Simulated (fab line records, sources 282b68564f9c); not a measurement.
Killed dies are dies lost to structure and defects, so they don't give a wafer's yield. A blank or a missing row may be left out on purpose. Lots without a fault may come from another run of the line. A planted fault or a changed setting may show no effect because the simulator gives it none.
Tool commonality check | flow rit_cmos | 16 lots, 48 wafers sampled

WHY IT WAS OPENED
At RIT_NWELL_OVL_MEAS_06 the reading NWELL_OVL is flagged on 4 of 16 lots. Wafers without a fault read -0.3 nm, standard deviation 1.4.
Rule: a lot is flagged when every wafer of it that has a number lies more than 4 standard deviations from that mean, or none has a number. The other lots count as sound.

lot  | measured    | on         | NWELL_OVL (nm), wafer by wafer | flag
L346 | day 1 21:46 | overlay-01 | 0.5 2.4 1.1                    |
L347 | day 2 01:30 | overlay-01 | -1.3 -0.3 -1.1                 |
L348 | day 2 07:57 | overlay-02 | -0.4 -1.5 -0.6                 |
L349 | day 2 12:44 | overlay-02 | -0.8 -0.3 0.1                  |
L350 | day 2 17:15 | overlay-02 | -2.7 -1.1 -2.3                 |
L351 | day 2 22:43 | overlay-01 | -1.1 0.0 -0.8                  |
L353 | day 3 08:25 | overlay-01 | 2.2 0.3 1.9                    |
L354 | day 3 12:51 | overlay-02 | 1.7 0.8 0.7                    |
L355 | day 3 18:07 | overlay-01 | -0.8 -1.2 -0.4                 |
L356 | day 3 22:23 | overlay-02 | 3.4 1.2 1.7                    |
L357 | day 4 03:15 | overlay-01 | -150.3 -150.0 -150.2           | FLAGGED
L358 | day 4 08:37 | overlay-01 | -148.9 -148.5 -148.7           | FLAGGED
L359 | day 4 13:20 | overlay-02 | -2.6 -1.3 -2.8                 |
L363 | day 5 09:34 | overlay-01 | -150.7 -150.5 -149.2           | FLAGGED
L364 | day 5 14:17 | overlay-01 | -149.4 -148.4 -149.6           | FLAGGED
L367 | day 6 05:16 | overlay-02 | -0.8 -0.9 -0.7                 |
The numbers of the flagged lots are -149.5 nm on average: -149.2 nm against the usual, or -99 or more standard deviations.

WHICH TOOL RAN EACH LOT
The record holds 1 process step before the reading, out of a route of 202 steps. In each cell: the tool, then ch and the chambers that the sampled wafers went through, then the start.
lot  | flag    | RIT_NWELL_EXPOSE_03
L346 |         | iline_stepper-01 ch 0, day 1 21:20
L347 |         | iline_stepper-02 ch 0, day 2 01:05
L348 |         | iline_stepper-02 ch 0, day 2 07:31
L349 |         | iline_stepper-02 ch 0, day 2 12:19
L350 |         | iline_stepper-02 ch 0, day 2 16:49
L351 |         | iline_stepper-01 ch 0, day 2 22:17
L353 |         | iline_stepper-01 ch 0, day 3 07:59
L354 |         | iline_stepper-02 ch 0, day 3 12:25
L355 |         | iline_stepper-01 ch 0, day 3 17:41
L356 |         | iline_stepper-02 ch 0, day 3 21:57
L357 | FLAGGED | iline_stepper-02 ch 0, day 4 02:49
L358 | FLAGGED | iline_stepper-02 ch 0, day 4 08:11
L359 |         | iline_stepper-01 ch 0, day 4 12:55
L363 | FLAGGED | iline_stepper-02 ch 0, day 5 09:08
L364 | FLAGGED | iline_stepper-02 ch 0, day 5 13:52
L367 |         | iline_stepper-01 ch 0, day 6 04:52
What these steps do:
- RIT_NWELL_EXPOSE_03: exposes mask M2, target cd 43900 nm.
- RIT_NWELL_OVL_MEAS_06

FLAGGED OVER TOTAL, TOOL BY TOOL (the gauges that took the reading come last)
step                  | tool             | lots run | flagged | share of the flagged lots | sound lots run after its first flagged lot
RIT_NWELL_EXPOSE_03   | iline_stepper-01 | 6        | 0       | none                      | -
RIT_NWELL_EXPOSE_03   | iline_stepper-02 | 10       | 4       | all                       | 0
RIT_NWELL_OVL_MEAS_06 | overlay-01       | 9        | 4       | all                       | 0
RIT_NWELL_OVL_MEAS_06 | overlay-02       | 7        | 0       | none                      | -

WHAT THE TABLE ALLOWS
2 rows of the table ran every flagged lot: iline_stepper-02 at RIT_NWELL_EXPOSE_03, overlay-01 at RIT_NWELL_OVL_MEAS_06.
- iline_stepper-02 at RIT_NWELL_EXPOSE_03: 4 of its 10 lots flagged. Its last sound lot is L356 (day 3 21:57), its first flagged lot L357 (day 4 02:49): a fault that began between those two fits.
- overlay-01 at RIT_NWELL_OVL_MEAS_06: 4 of its 9 lots flagged. Its last sound lot is L355 (day 3 18:07), its first flagged lot L357 (day 4 03:15): a fault that began between those two fits.
Counting lots can't tell these 2 tools apart, because each fits a fault that began at some hour. More lots, or a look at what each step does to the wafer, might.

WHAT THE SIMULATOR HAD PUT IN
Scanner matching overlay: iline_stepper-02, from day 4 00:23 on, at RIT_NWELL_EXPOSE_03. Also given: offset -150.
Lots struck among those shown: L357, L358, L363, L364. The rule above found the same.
